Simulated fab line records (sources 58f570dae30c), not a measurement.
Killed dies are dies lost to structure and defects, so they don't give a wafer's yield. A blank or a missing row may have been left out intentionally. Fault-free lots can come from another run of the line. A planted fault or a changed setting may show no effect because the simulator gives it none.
A single fault, viewed from 2 desks	flow berkeley_cmos170	every desk sees just its own numbers, and what lay behind them comes last

== TOOL OWNER'S DESK, rie_diel-03 ==
The tool's own readings at UCB170_GATE_ETCH_14 (etches BARC in N2/H2): means of the sampled wafers that have a number, for each lot that ran on this tool. Marked OUT: a lot whose mean sits more than 4 standard deviations from the usual mean, which makes it out of limits; the brackets give that distance.
Columns: A = drypump_motor_current_A at UCB170_GATE_ETCH_14, usual 5.9 A; B = h2_flow_sccm at UCB170_GATE_ETCH_14, usual 200.0 sccm; C = oes_product_au at UCB170_GATE_ETCH_14, usual 1.005 a.u.; D = throttle_valve_pct at UCB170_GATE_ETCH_14, usual 13.33 %
lot	first seen here	A	B	C	D
L667	day 6 07:28	6.0	200.0	1.023	13.44
L672	day 6 19:25	5.5	200.2	1.018	13.30
L674	day 7 09:07	5.4	199.9	1.012	13.09
L680	day 9 06:56	5.8	199.9	1.259 (+14) OUT	13.49
L681	day 9 07:12	5.9	200.6	1.240 (+13) OUT	13.48
This desk's verdict: out of limits on L680, L681, starting with L680 at day 9 06:56 (oes_product_au at UCB170_GATE_ETCH_14). L667, L672, L674: within limits.

== METROLOGY DESK ==
Means of the sampled wafers that have a number, per lot and without regard to the tool the lot ran on: this is what the gauges read. Marked OUT: a lot whose mean sits more than 4 standard deviations from the usual mean, which makes it out of limits; the brackets give that distance.
Columns: A = NWELL_OVL at UCB170_NWELL_OVL_MEAS_12, usual -1 nm; B = cd_nm at UCB170_ACTIVE_CD_MEAS_90, usual 1199.6 nm
lot	first seen here	A	B
L669	day 2 15:57	-2	1200.0
L667	day 2 16:48	-1	1199.7
L670	day 3 02:49	12	1201.0
L671	day 3 03:01	3	1200.7
L672	day 3 07:33	-3	1200.4
L673	day 3 07:47	-2	1198.4
L674	day 3 13:58	9	1202.3
L676	day 4 02:34	-7	1200.5
L678	day 4 14:25	-15	1199.0
L680	day 4 19:35	-2	1197.9
L681	day 5 03:43	1	1201.5
L685	day 5 21:23	-2	1200.0
L689	day 6 23:40	-3	1199.5
L690	day 7 10:35	-1	1201.2
Finding of this desk: none of the 14 lots has anything out of limits.

== BROUGHT TOGETHER ==
An alarm could have come from the tool owner's desk at day 9 06:56, on L680, L681.
From the metrology desk's view, nothing was out of limits.
The metrology desk holds a record of L680, L681, inside its limits.
All the named lots went through UCB170_GATE_ETCH_14 on rie_diel-03.

== WHAT THE SIMULATOR PUT IN ==
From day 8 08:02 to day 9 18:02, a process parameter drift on rie_diel-03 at UCB170_GATE_ETCH_14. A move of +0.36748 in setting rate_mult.
Shown lots that were struck: L680, L681.
Hours from the fault's start to each desk's first reading out of limits: the tool owner's desk, 23.
